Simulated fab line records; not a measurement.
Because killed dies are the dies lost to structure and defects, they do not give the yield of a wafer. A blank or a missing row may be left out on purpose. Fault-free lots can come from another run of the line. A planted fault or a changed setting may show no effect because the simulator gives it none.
Matching of chambers | flow berkeley cmos170 | UCB170_V1_CMP_02 on cmp-01: 4 sister chambers
The step polishes SiO2. 8 wafers are shown with their chamber, then 8 later ones without.

## WAFERS WITH THEIR CHAMBER
wafer  | chamber | motor current A (A) | platen rpm (rpm)
L826.3 | 2       | 16.2                | 60.03
L826.4 | 1       | 17.1                | 60.05
L827.2 | 0       | 15.6                | 59.94
L827.3 | 2       | 14.8                | 59.97
L829.3 | 3       | 18.1                | 60.06
L829.4 | 1       | 17.2                | 60.03
L829.5 | 3       | 18.8                | 60.01
L830.1 | 0       | 15.7                | 60.00

## WAFERS MISSING THEIR CHAMBER
wafer  | motor current A (A) | platen rpm (rpm)
L830.3 | 15.2                | 59.93
L830.6 | 15.5                | 59.96
L828.1 | 14.9                | 60.01
L828.4 | 15.1                | 60.00
L828.5 | 16.0                | 59.97
L834.3 | 18.3                | 59.93
L834.5 | 14.9                | 59.98
L834.6 | 16.6                | 60.03

## EACH ONE'S CHAMBER
wafer  | from the rows above          | in truth
L830.3 | can't be placed: 0 or 2      | 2
L830.6 | can't be placed: 0 or 2      | 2
L828.1 | can't be placed: 2 or 0      | 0
L828.4 | can't be placed: 2 or 0      | 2
L828.5 | can't be placed: 0 or 2      | 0
L834.3 | can't be placed: 3 or 1 or 0 | 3
L834.5 | can't be placed: 2 or 0      | 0
L834.6 | can't be placed: 1 or 2 or 0 | 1
Placed correctly: 0 of 8. From these rows, 8 cannot be placed; in 8 the true chamber is one of the candidates. Number placed wrongly: 0.
How it was worked out, from the rows above alone: a wafer's distance from a chamber is the root of the sum, over the readings, of the square of ((its reading less the chamber's mean) divided by the reading's scatter). The wafer belongs to the nearest chamber; if the next one is less than 2 further off, it can't be placed. A chamber's mean is the mean of its shown wafers. How the scatter is found: for the shown wafers, subtract from each reading the mean of its chamber, square and add these, divide the total by (wafers less chambers), then take the root.
